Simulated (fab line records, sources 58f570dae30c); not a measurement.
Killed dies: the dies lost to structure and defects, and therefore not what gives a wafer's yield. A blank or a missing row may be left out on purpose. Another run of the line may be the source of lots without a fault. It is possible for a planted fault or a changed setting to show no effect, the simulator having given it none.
fab line records	flow berkeley-cmos170	part 1 of 2: steps 1 to 24 of 34
[record] lots = 5	wafers = 15	last-day = 11
route steps=331 shown NWELL@30 PWELL@34 WELLDRIVE@55 ACTIVE@60
lots that met no fault: taken from a fault-free run of the same line
start-h: hours from the record's first day to the start of the lot's first wafer shown	wait-h: hours elapsed since this lot's preceding step	" as in the row above	L1.1+2: several wafers, shown together as one row	- no value, or no start was given	* or withheld: withheld	< > ~ a bound
route shown NAME@n: names a module that has steps shown in the file, with the first one's number in the route	usual: mean/standard deviation of fault-free wafers	same: alike in all rows	chamber/n: place in a boat	sites: the reading at each site	_std_site: their standard deviation	_edge_site: inner sites' mean taken away from outer sites' mean	radius-mm: how far each site lies from the wafer's centre	mask NAME#n: copy n	behind: tool/chamber where the wafer was last shaped	hold: what put the lot on hold/how long, in hours/how the hold closed	device: the transistor (n, p or np) that didn't switch	end of line: at the end of the route, the tests of the same wafers	a step with no rows: only its recipe	killed: dies that structure and defects cost at the first sort, which is not the same as the wafer's yield	map: a wafer's dies, x killed, . not, _ none there
set.NAME: the setting as run; set.NAME@STEP: as run at that earlier step	model.NAME: the simulator's own value behind a step, which no gauge read
a table for each step, a row for each wafer; lots at some steps of the route
services: from which hour (start-h, from the record's first day; less than 0 if before it) a tool's chamber was out of use, for how many hours, and why
[[steps]]
[step UCB170_NWELL_TW_MEAS_16]
[usual] NWELL_TW = 1234/14
lot.wafer	tool	chamber	start-h	wait-h	NWELL_TW
L081.1	film-metro-04	-	62.89	0.1	1226
L081.2	"	-	"	"	1228
L081.6	"	-	"	"	1227
L086.1	film-metro-02	-	93.42	0.1	1229
L086.3	"	-	"	"	1220
L086.6	"	-	"	"	1222
L090.1	film-metro-03	-	115.65	0.1	1259
L090.2	"	-	"	"	1257
L090.3	"	-	"	"	1255
L093.2	film-metro-04	-	129.83	0.1	1228
L093.3	"	-	"	"	1227
L093.5	"	-	"	"	1235
L094.4	film-metro-04	-	135.02	0.1	1222
L094.5	"	-	"	"	1228
L094.6	"	-	"	"	1227
[step UCB170_NWELL_CLEAN_17]
[recipe] chemistry = SPM	temp-c = 120	time-s = 600
[usual] bath-heat-duty-pct = 13.3/1.2	temp-c = 120.03/0.14
lot.wafer	tool	chamber	start-h	wait-h	bath-heat-duty-pct	temp-c
L081.1	wet-bench-02	0	62.95	0.1	12.6	119.91
L081.2	"	0	"	"	12.3	119.86
L081.6	"	0	"	"	13.8	119.94
L086.1	wet-bench-02	0	93.48	0.1	11.1	119.91
L086.3	"	0	"	"	13.7	119.80
L086.6	"	0	"	"	12.5	119.90
L090.1	wet-bench-01	0	115.71	0.1	15.3	120.01
L090.2	"	0	"	"	14.5	119.78
L090.3	"	0	"	"	14.4	120.02
L093.2	wet-bench-03	1	129.88	0.0	12.2	120.05
L093.3	"	1	"	"	13.0	120.01
L093.5	"	1	"	"	12.4	119.96
L094.4	wet-bench-02	2	135.05	0.0	13.5	120.09
L094.5	"	2	"	"	12.0	119.86
L094.6	"	2	"	"	13.4	120.09
[step UCB170_NWELL_WET_ETCH_18]
[recipe] chemistry = H3PO4	target = Si3N4	temp-c = 160	time-s = 14400
[usual] bath-heat-duty-pct = 27.2/2.5	temp-c = 160.02/0.15
lot.wafer	tool	chamber	start-h	wait-h	bath-heat-duty-pct	temp-c
L081.1	wet-bench-02	0	63.36	0.2	25.8	160.21
L081.2	"	0	"	"	27.3	160.11
L081.6	"	0	"	"	26.9	160.32
L086.1	wet-bench-02	1	93.66	0.0	33.5	160.23
L086.3	"	1	"	"	33.6	160.20
L086.6	"	1	"	"	32.7	160.09
L090.1	wet-bench-01	0	115.88	0.0	28.7	160.05
L090.2	"	0	"	"	28.4	160.36
L090.3	"	0	"	"	30.3	160.19
L093.2	wet-bench-02	0	130.07	0.0	25.3	160.09
L093.3	"	0	"	"	26.6	160.00
L093.5	"	0	"	"	25.4	160.06
L094.4	wet-bench-03	1	135.23	0.0	23.3	160.10
L094.5	"	1	"	"	25.1	159.99
L094.6	"	1	"	"	25.8	160.10
[step UCB170_NWELL_WET_ETCH_19]
[recipe] chemistry = BOE	dilution = 5:1	target = SiO2	temp-c = 25	time-s = 22
[usual] bath-heat-duty-pct = 6.2/0.6	temp-c = 24.99/0.1
lot.wafer	tool	chamber	start-h	wait-h	bath-heat-duty-pct	temp-c
L081.1	wet-bench-02	0	67.37	0.0	5.9	24.81
L081.2	"	0	"	"	6.1	24.88
L081.6	"	0	"	"	6.6	24.95
L086.1	wet-bench-03	2	97.67	0.0	5.7	24.98
L086.3	"	2	"	"	5.8	24.98
L086.6	"	2	"	"	5.7	25.14
L090.1	wet-bench-03	1	120.71	0.8	5.2	24.83
L090.2	"	1	"	"	5.6	25.02
L090.3	"	1	"	"	6.2	24.96
L093.2	wet-bench-03	3	134.45	0.0	6.4	24.90
L093.3	"	3	"	"	6.0	24.93
L093.5	"	3	"	"	6.1	24.96
L094.4	wet-bench-01	1	139.63	0.0	5.3	24.90
L094.5	"	1	"	"	5.8	24.80
L094.6	"	1	"	"	5.4	25.06
[step UCB170_PWELL_CLEAN_00]
[recipe] chemistry = SPM	temp-c = 120	time-s = 600
[usual] bath-heat-duty-pct = 13.3/1.2	temp-c = 119.96/0.12
lot.wafer	tool	chamber	start-h	wait-h	bath-heat-duty-pct	temp-c
L081.1	wet-bench-02	2	67.39	0.0	15.8	119.95
L081.2	"	2	"	"	14.2	120.06
L081.6	"	2	"	"	14.0	119.98
L086.1	wet-bench-02	0	97.68	0.0	14.4	120.07
L086.3	"	0	"	"	13.7	120.07
L086.6	"	0	"	"	14.2	120.06
L090.1	wet-bench-03	3	121.33	0.6	13.9	119.95
L090.2	"	3	"	"	13.2	119.92
L090.3	"	3	"	"	12.9	119.77
L093.2	wet-bench-01	2	134.46	0.0	13.5	119.96
L093.3	"	2	"	"	13.3	119.74
L093.5	"	2	"	"	13.3	119.84
L094.4	wet-bench-01	2	139.64	0.0	13.4	120.19
L094.5	"	2	"	"	13.5	119.95
L094.6	"	2	"	"	13.2	119.91
[step UCB170_PWELL_CLEAN_01]
[recipe] chemistry = dHF	dilution = 25:1	time-s = 60
lot.wafer	tool	chamber	start-h	wait-h
L081.1+2+6	wet-bench-02	2	67.65	0.1
L086.1+3+6	wet-bench-03	2	97.85	0.0
L090.1+2+3	wet-bench-02	1	123.30	1.8
L093.2+3+5	wet-bench-02	2	134.65	0.0
L094.4+5+6	wet-bench-02	0	139.83	0.0
[step UCB170_PWELL_OXIDATION_02]
[recipe] temp-c = 1000	ambient = O2	target-thk-a = 264	ox-time-s = 1260
[usual] spike-tc-centre-C = 1002.2/1	zone-power-centre-pct = 47.4/0.9
lot.wafer	tool	chamber	start-h	wait-h	spike-tc-centre-C	zone-power-centre-pct
L081.1	furnace-04	0	68.48	0.8	1001.9	48.5
L081.2	"	0	"	"	1001.3	48.5
L081.6	"	0	"	"	1001.3	48.5
L086.1	furnace-02	0	101.72	3.8	1003.8	47.5
L086.3	"	0	"	"	1001.5	47.2
L086.6	"	0	"	"	1001.5	47.6
L090.1	furnace-04	0	125.91	2.6	1001.1	48.0
L090.2	"	0	"	"	1002.0	48.2
L090.3	"	0	"	"	1002.9	48.3
L093.2	furnace-03	0	136.63	2.0	1002.3	46.3
L093.3	"	0	"	"	1003.5	46.1
L093.5	"	0	"	"	1001.9	47.2
L094.4	furnace-04	0	142.50	2.6	1003.8	49.3
L094.5	"	0	"	"	1001.8	47.3
L094.6	"	0	"	"	1001.7	48.3
[step UCB170_PWELL_THK_MEAS_03]
[recipe] reads = SiO2_of_PWELL_OXIDATION_02
[usual] PWELL_OXIDE_THK = 26.2/0.43
lot.wafer	tool	chamber	start-h	wait-h	PWELL_OXIDE_THK[nm]
L081.1	film-metro-03	-	69.83	0.0	26.2
L081.2	"	-	"	"	25.9
L081.6	"	-	"	"	26.2
L086.1	film-metro-03	-	103.07	0.0	26.5
L086.3	"	-	"	"	26.3
L086.6	"	-	"	"	26.8
L090.1	film-metro-04	-	127.26	0.0	26.0
L090.2	"	-	"	"	26.0
L090.3	"	-	"	"	25.7
L093.2	film-metro-03	-	137.99	0.0	26.4
L093.3	"	-	"	"	26.3
L093.5	"	-	"	"	26.3
L094.4	film-metro-01	-	143.88	0.0	25.6
L094.5	"	-	"	"	26.0
L094.6	"	-	"	"	25.8
[step UCB170_PWELL_ANNEAL_04]
[recipe] temp-c = 1000	time-s = 900	ambient = N2
[usual] spike-tc-centre-C = 1002.4/1	zone-power-centre-pct = 47.4/0.8
lot.wafer	tool	chamber	start-h	wait-h	spike-tc-centre-C	zone-power-centre-pct
L081.1	furnace-02	0	71.65	1.8	1002.6	47.0
L081.2	"	0	"	"	1001.9	47.3
L081.6	"	0	"	"	1001.7	47.2
L086.1	furnace-03	0	106.80	3.7	1002.5	45.8
L086.3	"	0	"	"	1003.3	46.3
L086.6	"	0	"	"	1002.3	46.1
L090.1	furnace-02	0	131.43	4.2	1001.6	47.7
L090.2	"	0	"	"	1003.1	46.9
L090.3	"	0	"	"	1002.4	47.0
L093.2	furnace-03	0	139.23	1.2	1001.2	45.9
L093.3	"	0	"	"	1002.9	46.5
L093.5	"	0	"	"	1002.3	46.1
L094.4	furnace-04	0	146.85	3.0	1002.1	48.6
L094.5	"	0	"	"	1003.1	48.4
L094.6	"	0	"	"	1002.8	48.8
[step UCB170_PWELL_CVD_05]
[recipe] material = Si3N4	target-thk-nm = 220	temp-c = 800	precursor = SiH2Cl2/NH3	time-s = 3300	pressure-mtorr = 200	sih2cl2-flow-sccm = 25	nh3-flow-sccm = 75
[usual] nh3-flow-sccm = 74.97/0.27	spike-tc-centre-C = 802.5/1.4	zone-power-centre-pct = 39/3.4
lot.wafer	tool	chamber	start-h	wait-h	nh3-flow-sccm	spike-tc-centre-C	zone-power-centre-pct
L081.1	lpcvd-02	1	72.90	0.0	75.19	804.1	39
L081.2	"	1	"	"	75.08	802.8	38
L081.6	"	1	"	"	74.84	801.7	38
L086.1	lpcvd-01	0	108.05	0.0	75.07	803.1	33
L086.3	"	0	"	"	75.04	800.9	34
L086.6	"	0	"	"	75.01	803.0	34
L090.1	lpcvd-02	1	137.65	5.0	75.30	801.8	38
L090.2	"	1	"	"	74.76	802.5	39
L090.3	"	1	"	"	75.30	799.9	39
L093.2	lpcvd-02	0	140.96	0.5	74.64	803.2	42
L093.3	"	0	"	"	75.12	804.7	43
L093.5	"	0	"	"	74.84	804.4	43
L094.4	lpcvd-02	0	150.50	2.4	75.04	803.8	43
L094.5	"	0	"	"	74.84	805.0	43
L094.6	"	0	"	"	75.01	805.4	43
[step UCB170_PWELL_THK_MEAS_06]
[recipe] reads = Si3N4_of_PWELL_CVD_05
[usual] PWELL_NITRIDE_THK = 220.6/2.1
lot.wafer	tool	chamber	start-h	wait-h	PWELL_NITRIDE_THK[nm]
L081.1	film-metro-03	-	74.82	0.0	221.8
L081.2	"	-	"	"	222.3
L081.6	"	-	"	"	220.7
L086.1	film-metro-03	-	109.96	0.0	219.2
L086.3	"	-	"	"	220.0
L086.6	"	-	"	"	219.4
L090.1	film-metro-03	-	139.56	0.0	220.4
L090.2	"	-	"	"	219.8
L090.3	"	-	"	"	220.4
L093.2	film-metro-01	-	142.89	0.0	225.8
L093.3	"	-	"	"	224.6
L093.5	"	-	"	"	223.3
L094.4	film-metro-03	-	152.45	0.0	220.2
L094.5	"	-	"	"	218.7
L094.6	"	-	"	"	218.7
[step UCB170_PWELL_HMDS_07]
[recipe] prime-time-s = 60	prime-temp-c = 100
[usual] chill-plate-temp-C = 23.00/0.11
lot.wafer	tool	chamber	start-h	wait-h	chill-plate-temp-C
L081.1	litho-track-01	0	74.88	0.1	23.17
L081.2	"	0	"	"	23.13
L081.6	"	0	"	"	23.17
L086.1	litho-track-04	0	110.02	0.1	22.91
L086.3	"	0	"	"	22.91
L086.6	"	0	"	"	22.98
L090.1	litho-track-01	0	139.89	0.3	23.01
L090.2	"	0	"	"	23.11
L090.3	"	0	"	"	23.00
L093.2	litho-track-01	0	142.96	0.1	23.05
L093.3	"	0	"	"	23.08
L093.5	"	0	"	"	23.15
L094.4	litho-track-02	0	152.85	0.4	22.96
L094.5	"	0	"	"	23.05
L094.6	"	0	"	"	22.99
[step UCB170_PWELL_COAT_08]
[recipe] resist = KrF	spin-rpm = 1500	resist-thk-nm = 900
[usual] chill-plate-temp-C = 22.96/0.11
lot.wafer	tool	chamber	start-h	wait-h	chill-plate-temp-C
L081.1	litho-track-01	0	75.03	0.1	23.03
L081.2	"	0	"	"	23.27
L081.6	"	0	"	"	23.08
L086.1	litho-track-04	0	110.17	0.1	23.06
L086.3	"	0	"	"	23.19
L086.6	"	0	"	"	23.16
L090.1	litho-track-01	0	140.04	0.1	22.97
L090.2	"	0	"	"	23.03
L090.3	"	0	"	"	22.87
L093.2	litho-track-01	0	143.11	0.1	22.98
L093.3	"	0	"	"	22.95
L093.5	"	0	"	"	23.17
L094.4	litho-track-02	0	153.00	0.1	22.99
L094.5	"	0	"	"	23.20
L094.6	"	0	"	"	22.93
[step UCB170_PWELL_SOFTBAKE_09]
[recipe] resist = KrF	temp-c = 130	time-s = 60
[usual] chill-plate-temp-C = 23.01/0.11
lot.wafer	tool	chamber	start-h	wait-h	chill-plate-temp-C
L081.1	litho-track-01	0	75.18	0.1	22.96
L081.2	"	0	"	"	22.98
L081.6	"	0	"	"	22.86
L086.1	litho-track-04	0	110.32	0.1	23.07
L086.3	"	0	"	"	23.08
L086.6	"	0	"	"	22.96
L090.1	litho-track-01	0	140.19	0.1	22.99
L090.2	"	0	"	"	23.08
L090.3	"	0	"	"	22.89
L093.2	litho-track-01	0	143.26	0.1	23.20
L093.3	"	0	"	"	23.04
L093.5	"	0	"	"	23.20
L094.4	litho-track-02	0	153.15	0.1	22.95
L094.5	"	0	"	"	22.91
L094.6	"	0	"	"	23.05
[step UCB170_PWELL_EXPOSE_10]
[recipe] mask-id = PWELL	target-cd-nm = 3000	na = 0.5	sigma-outer = 0.6	source-shape = conventional	dose-mj = 18.81
lot.wafer	tool	chamber	start-h	wait-h	mask
L081.1+2+6	krf-scanner-02	0	75.33	0.1	PWELL#0
L086.1+3+6	krf-scanner-02	0	110.47	0.1	PWELL#0
L090.1+2+3	krf-scanner-01	0	140.46	0.2	PWELL#0
L093.2+3+5	krf-scanner-01	0	143.53	0.2	PWELL#0
L094.4+5+6	krf-scanner-02	0	-	-	PWELL#0
[step UCB170_PWELL_PEB_11]
[recipe] peb-temp-c = 130	peb-time-s = withheld	resist = KrF
[usual] chill-plate-temp-C = 22.99/0.1
lot.wafer	tool	chamber	start-h	wait-h	chill-plate-temp-C
L081.1	litho-track-04	0	75.44	0.1	23.05
L081.2	"	0	"	"	22.95
L081.6	"	0	"	"	23.15
L086.1	litho-track-04	0	110.59	0.1	22.99
L086.3	"	0	"	"	23.08
L086.6	"	0	"	"	23.11
L090.1	litho-track-01	0	140.61	0.1	22.83
L090.2	"	0	"	"	22.92
L090.3	"	0	"	"	22.94
L093.2	litho-track-01	0	143.86	0.3	23.05
L093.3	"	0	"	"	23.03
L093.5	"	0	"	"	22.93
L094.4	litho-track-04	0	-	-	23.02
L094.5	"	0	"	"	22.89
L094.6	"	0	"	"	22.84
[step UCB170_PWELL_DEVELOP_12]
[recipe] developer = TMAH	develop-time-s = 45	resist = KrF	dev-temp-c = 21
[usual] chill-plate-temp-C = 23.00/0.11
lot.wafer	tool	chamber	start-h	wait-h	chill-plate-temp-C
L081.1	litho-track-04	0	-	-	23.12
L081.2	"	0	"	"	23.00
L081.6	"	0	"	"	23.07
L086.1	litho-track-04	0	-	-	22.91
L086.3	"	0	"	"	22.93
L086.6	"	0	"	"	22.95
L090.1	litho-track-01	0	-	-	23.15
L090.2	"	0	"	"	23.10
L090.3	"	0	"	"	23.11
L093.2	litho-track-01	0	-	-	23.02
L093.3	"	0	"	"	23.17
L093.5	"	0	"	"	23.09
L094.4	litho-track-04	0	-	-	23.00
L094.5	"	0	"	"	22.97
L094.6	"	0	"	"	22.90
[step UCB170_PWELL_OVL_MEAS_13]
[usual] PWELL_OVL = 2/6.8
lot.wafer	tool	chamber	start-h	wait-h	PWELL_OVL[nm]
L081.1	overlay-02	-	75.72	-	10
L081.2	"	-	"	"	0
L081.6	"	-	"	"	5
L086.1	overlay-02	-	110.86	-	-2
L086.3	"	-	"	"	1
L086.6	"	-	"	"	3
L090.1	overlay-02	-	140.89	-	1
L090.2	"	-	"	"	10
L090.3	"	-	"	"	9
L093.2	overlay-02	-	144.12	-	7
L093.3	"	-	"	"	-3
L093.5	"	-	"	"	-3
L094.4	overlay-01	-	154.64	-	12
L094.5	"	-	"	"	11
L094.6	"	-	"	"	10
[step UCB170_PWELL_ETCH_14]
[recipe] chemistry = CH3F/Ar/O2	target = Si3N4	stop-on = SiO2	CH3F_flow_sccm = 20	Ar_flow_sccm = 50	O2_flow_sccm = 7	pressure-mtorr = 50	rf-w = 450	target-depth-a = 2420	over-etch-frac = 0.1	time-s = 151
[usual] drypump-motor-current-A = 5.8/0.41	oes-product-au = 0.942/0.017	throttle-valve-pct = 8.09/0.15
lot.wafer	tool	chamber	start-h	wait-h	drypump-motor-current-A	oes-product-au	rf-hours-counter-h	throttle-valve-pct
L081.1	rie-diel-01	3	75.75	0.0	6.3	0.960	60	8.14
L081.2	"	1	"	"	6.2	0.946	15	7.99
L081.6	"	3	"	"	6.3	0.962	-	8.15
L086.1	rie-diel-04	0	110.90	0.0	5.6	0.968	34	7.79
L086.3	"	3	"	"	6.0	0.931	9	7.90
L086.6	"	3	"	"	6.0	0.919	-	7.88
L090.1	rie-diel-02	3	140.92	0.0	6.0	0.936	112	8.08
L090.2	"	1	"	"	6.4	0.944	151	8.17
L090.3	"	2	"	"	5.3	0.919	35	8.25
L093.2	rie-diel-04	2	144.15	0.0	6.3	0.956	142	7.99
L093.3	"	3	"	"	6.0	0.940	10	7.88
L093.5	"	0	"	"	5.6	0.982	-	7.79
L094.4	rie-diel-04	0	154.65	0.0	5.6	0.965	37	7.81
L094.5	"	1	"	"	5.2	0.964	-	8.18
L094.6	"	2	"	"	6.2	0.934	-	7.99
[step UCB170_PWELL_IMPLANT_15]
[recipe] species = B	dose-cm2 = 5e+12	energy-kev = 60	tilt-deg = 7
[usual] faraday-current-uA = 15.9/0.33
lot.wafer	tool	chamber	start-h	wait-h	faraday-current-uA
L081.1	implanter-02	0	75.86	0.1	15.7
L081.2	"	0	"	"	15.5
L081.6	"	0	"	"	15.5
L086.1	implanter-04	0	111.00	0.1	16.1
L086.3	"	0	"	"	15.5
L086.6	"	0	"	"	16.1
L090.1	implanter-04	0	141.02	0.1	16.2
L090.2	"	0	"	"	16.1
L090.3	"	0	"	"	15.4
L093.2	implanter-01	0	144.28	0.1	16.3
L093.3	"	0	"	"	15.8
L093.5	"	0	"	"	16.3
L094.4	implanter-01	0	154.83	0.1	16.2
L094.5	"	0	"	"	14.9
L094.6	"	0	"	"	15.4
[step UCB170_PWELL_STRIP_16]
[recipe] chemistry = O2	power-w = 400	pressure-mtorr = 3500	platen-temp-c = withheld	o2-flow-sccm = 400	overash-fraction = 0.5
[usual] drypump-motor-current-A = 5.5/0.48	oes-product-au = 0.721/0.0047	strip-time-to-endpoint-s = 18.10/0.092
lot.wafer	tool	chamber	start-h	wait-h	drypump-motor-current-A	oes-product-au	rf-hours-counter-h	strip-time-to-endpoint-s
L081.1	plasma-asher-03	0	76.01	0.1	6.3	0.736	29	18.11
L081.2	"	1	"	"	5.1	0.721	29	18.21
L081.6	"	1	"	"	5.0	0.732	-	18.06
L086.1	plasma-asher-02	1	111.15	0.1	5.4	0.728	40	18.06
L086.3	"	1	"	"	5.4	0.730	-	18.14
L086.6	"	0	"	"	5.7	0.730	-	18.12
L090.1	plasma-asher-01	1	141.17	0.1	5.1	0.726	2	18.17
L090.2	"	0	"	"	5.3	0.718	2	18.15
L090.3	"	1	"	"	5.2	0.728	-	18.15
L093.2	plasma-asher-02	1	144.40	0.1	5.4	0.729	44	18.11
L093.3	"	1	"	"	5.4	0.722	-	18.22
L093.5	"	0	"	"	5.7	0.729	-	18.04
L094.4	plasma-asher-03	1	154.94	0.1	5.0	0.721	-	18.01
L094.5	"	0	"	"	6.3	0.719	-	18.02
L094.6	"	1	"	"	5.0	0.729	-	18.07
[step UCB170_PWELL_TW_MEAS_17]
[usual] PWELL_TW = 376/4.3
lot.wafer	tool	chamber	start-h	wait-h	PWELL_TW
L081.1	film-metro-03	-	76.11	0.1	380
L081.2	"	-	"	"	380
L081.6	"	-	"	"	380
L086.1	film-metro-01	-	111.25	0.1	379
L086.3	"	-	"	"	379
L086.6	"	-	"	"	380
L090.1	film-metro-04	-	141.27	0.1	371
L090.2	"	-	"	"	373
L090.3	"	-	"	"	374
L093.2	film-metro-01	-	144.51	0.1	378
L093.3	"	-	"	"	378
L093.5	"	-	"	"	379
L094.4	film-metro-04	-	155.03	0.1	370
L094.5	"	-	"	"	371
L094.6	"	-	"	"	370
[step UCB170_PWELL_CLEAN_18]
[recipe] chemistry = SPM	temp-c = 120	time-s = 600
[usual] bath-heat-duty-pct = 13.3/1.3	temp-c = 120.04/0.15
lot.wafer	tool	chamber	start-h	wait-h	bath-heat-duty-pct	temp-c
L081.1	wet-bench-01	0	76.17	0.1	14.6	120.11
L081.2	"	0	"	"	15.1	120.03
L081.6	"	0	"	"	13.2	120.19
L086.1	wet-bench-03	1	111.31	0.1	12.2	119.98
L086.3	"	1	"	"	12.6	120.09
L086.6	"	1	"	"	12.0	120.17
L090.1	wet-bench-02	0	141.33	0.1	13.8	119.91
L090.2	"	0	"	"	13.0	119.91
L090.3	"	0	"	"	12.6	119.84
L093.2	wet-bench-03	3	145.52	1.0	14.1	119.79
L093.3	"	3	"	"	13.3	120.09
L093.5	"	3	"	"	13.3	119.88
L094.4	wet-bench-03	0	155.20	0.2	13.2	119.98
L094.5	"	0	"	"	13.4	119.92
L094.6	"	0	"	"	14.6	119.84
[step UCB170_PWELL_WET_ETCH_19]
[recipe] chemistry = H3PO4	target = Si3N4	temp-c = 160	time-s = 14400
[usual] bath-heat-duty-pct = 26.3/2	temp-c = 160.03/0.13
lot.wafer	tool	chamber	start-h	wait-h	bath-heat-duty-pct	temp-c
L081.1	wet-bench-03	3	76.34	0.0	28.2	159.86
L081.2	"	3	"	"	25.1	159.97
L081.6	"	3	"	"	26.8	160.08
L086.1	wet-bench-03	0	111.50	0.0	27.5	159.59
L086.3	"	0	"	"	27.2	159.77
L086.6	"	0	"	"	28.0	159.88
L090.1	wet-bench-03	1	141.51	0.0	26.1	160.02
L090.2	"	1	"	"	27.4	159.88
L090.3	"	1	"	"	23.3	160.03
L093.2	wet-bench-03	0	145.87	0.2	28.1	159.88
L093.3	"	0	"	"	28.2	159.97
L093.5	"	0	"	"	27.0	160.02
L094.4	wet-bench-03	1	155.64	0.3	24.2	160.20
L094.5	"	1	"	"	24.8	160.10
L094.6	"	1	"	"	26.5	160.22
